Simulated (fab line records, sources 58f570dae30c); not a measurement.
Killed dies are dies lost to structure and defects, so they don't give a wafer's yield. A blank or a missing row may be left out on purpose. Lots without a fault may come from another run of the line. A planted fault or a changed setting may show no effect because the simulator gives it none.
Which tool did it? | flow berkeley_cmos170 | 7 lots, 21 wafers sampled, at 2 steps of a route of 331

WHAT THE GAUGES READ, wafer by wafer
UCB170_NLDD_OVL_MEAS_07.
lot  | measured     | on         | NLDD_OVL (nm)
L954 | day 7 17:55  | overlay-02 | -11 -8 -11
L959 | day 8 09:11  | overlay-02 | - - -
L962 | day 9 02:56  | overlay-02 | 2 -7 -7
L966 | day 9 17:53  | overlay-01 | -4 -8 -3
L969 | day 10 15:08 | overlay-02 | -1 1 8
L974 | day 11 14:08 | overlay-02 | -6 -14 -4
L976 | day 11 22:44 | overlay-02 | 4 -4 -1

WHICH TOOL RAN EACH LOT (tool, then ch and the chambers of the sampled wafers, then the start)
lot  | UCB170_NLDD_PEB_04
L954 | litho_track-03 ch 0, day 7 17:35
L959 | litho_track-04, day 8 08:47
L962 | litho_track-03 ch 0, day 9 02:17
L966 | litho_track-01 ch 0, day 9 17:23
L969 | litho_track-04 ch 0, day 10 14:44
L974 | litho_track-04 ch 0, day 11 13:45
L976 | litho_track-01 ch 0, day 11 22:21
- UCB170_NLDD_PEB_04

THE ANSWER, worked out from the rows above alone
Rule: what is usual is taken from the lots themselves. Put in order of their means at a reading, lots are off if they are a third of the lots or fewer, leave a main group of 4 or more, and stand apart from it by a gap of 3 or more times the standard deviation of the main group's means; of several such gaps the widest counts. A main group whose means are all the same, to the digits that the tables above print for the reading, isn't used. A lot without any number at a reading at which 4 lots or more have one is off too. The other lots that the step has rows for count as sound.
Off: L959, at UCB170_NLDD_OVL_MEAS_07 (NLDD_OVL). Without a number there: L959. The main group: mean -4 nm, standard deviation 4.3.
A tool fits if, at a process step before that reading, it ran every lot that is off, and no sound lot after the first of them. The gauges at UCB170_NLDD_OVL_MEAS_07 are tried like those tools. None of those tried fits.

WHAT THE SIMULATOR HAD PUT IN
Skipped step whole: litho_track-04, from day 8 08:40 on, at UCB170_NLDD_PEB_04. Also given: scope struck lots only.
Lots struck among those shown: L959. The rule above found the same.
